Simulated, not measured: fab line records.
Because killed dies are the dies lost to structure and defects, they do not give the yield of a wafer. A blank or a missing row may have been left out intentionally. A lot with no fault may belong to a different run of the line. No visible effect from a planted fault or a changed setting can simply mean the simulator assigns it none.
Code-filled problem report in 8D (eight disciplines) form ; flow berkeley-cmos170 ; the parts of the form that need people (team, actions taken, sign-off) are left out

== 1. WHAT IS WRONG ==
Mean of run-length-s at UCB170_M1_METAL_ETCH_12: 135.1 s across 4 wafers in 2 lots; on wafers with no fault it is 158.2 s (standard deviation 0.45). Measured from the usual mean, that is -51 standard deviations.
The step: etches Al in Cl2/BCl3, stops on PSG, target depth 780 nm, time 130 s.
First observed at day 8 18:43: wafer L623.2, on rie-metal-04. The record has a number at this step for 18 wafers belonging to 6 lots. Rule for "out", or "out of limits": more than 4 standard deviations from the usual mean. The other wafers with a number count as sound.

== 2. WHAT IT IS; WHAT IT IS NOT ==
question;is;is not
which readings at this step;run-length-s, oes-product-au;drypump-motor-current-A, throttle-valve-pct
which lots;L622, L623;L619, L633, L635, L640
which wafers of those lots;L622.1, L622.5, L623.2, L623.6;L622.4, L623.1
read on which tools;rie-metal-04;rie-metal-01, rie-metal-02
when;from day 8 18:43;"up to then (4 sound wafers); but 10 sound wafers of L622, L633, L635, L640 came after"

== 3. SUSPECTS, AND WHAT RULES EACH OUT ==
Counting: a tool at a process step up to the reading stays a suspect if it ran every lot that is out. Sound lots after the first of them don't rule it out here, since some wafers of a struck lot are sound.
- rie-diel-03 at UCB170_M1_ETCH_11 (etches BARC in N2/H2): kept. It ran every lot that is out, first L623 (day 8 18:40).
- rie-metal-04 at UCB170_M1_METAL_ETCH_12 (etches Al in Cl2/BCl3, stops on PSG, target depth 780 nm, time 130 s): kept. It processed each lot that is out (first: L623, day 8 18:43); up to then, its last sound lot is L619 (day 7 16:40). On those wafers its own readings are out: oes-product-au, run-length-s.
- The sound lot-mates ran in chamber 0 of rie-metal-04 at UCB170_M1_METAL_ETCH_12, but the wafers that are out ran in chamber 1.
Left after counting: rie-diel-03 at UCB170_M1_ETCH_11, rie-metal-04 at UCB170_M1_METAL_ETCH_12.

== 4. THE CAUSE (what the simulator had put in) ==
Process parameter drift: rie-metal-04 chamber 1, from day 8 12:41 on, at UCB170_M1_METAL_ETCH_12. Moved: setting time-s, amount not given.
After counting, 2 suspects remain, this tool included.

== 5. THE EFFECT CHAIN, in route order ==
Each row: a reading where the mean over the struck wafers with a number is more than 3 standard deviations away from the usual. Readings are gone through only where the record gives a usual standard deviation; hours: the median, over the lots, of the time from a lot's start at the first step in this table giving one to that lot's start at this step; sigmas: the change measured in usual standard deviations.
hours;step;reading;usual;on struck wafers;change;sigmas
0;UCB170_M1_METAL_ETCH_12;oes-product-au;0.855 a.u.;1.035;+0.180;+12
0;UCB170_M1_METAL_ETCH_12;run-length-s;158.2 s;135.1;-23.1;-51
Here are the process steps it includes:
- UCB170_M1_METAL_ETCH_12: etches Al in Cl2/BCl3, stops on PSG, target depth 780 nm, time 130 s.
Readings that are blank on the struck wafers while sound wafers have them: bias-w at UCB170_M1_METAL_ETCH_12.
Later steps that measure or inspect, where all struck wafers having a row at the step show a number for every such reading and not one has moved that far: UCB170_M1_CD_MEAS_90, UCB170_V1_THK_MEAS_01, UCB170_V1_BOW_MEAS_03, UCB170_V1_THK_MEAS_04, UCB170_V1_CD_MEAS_12, UCB170_V1_OVL_MEAS_13, UCB170_V1_CD_MEAS_90.

== 6. WHAT WOULD HAVE CAUGHT IT SOONER ==
In this record no reading fell out of limits until day 8 18:43, 6 hours after the fault had begun at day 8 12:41.
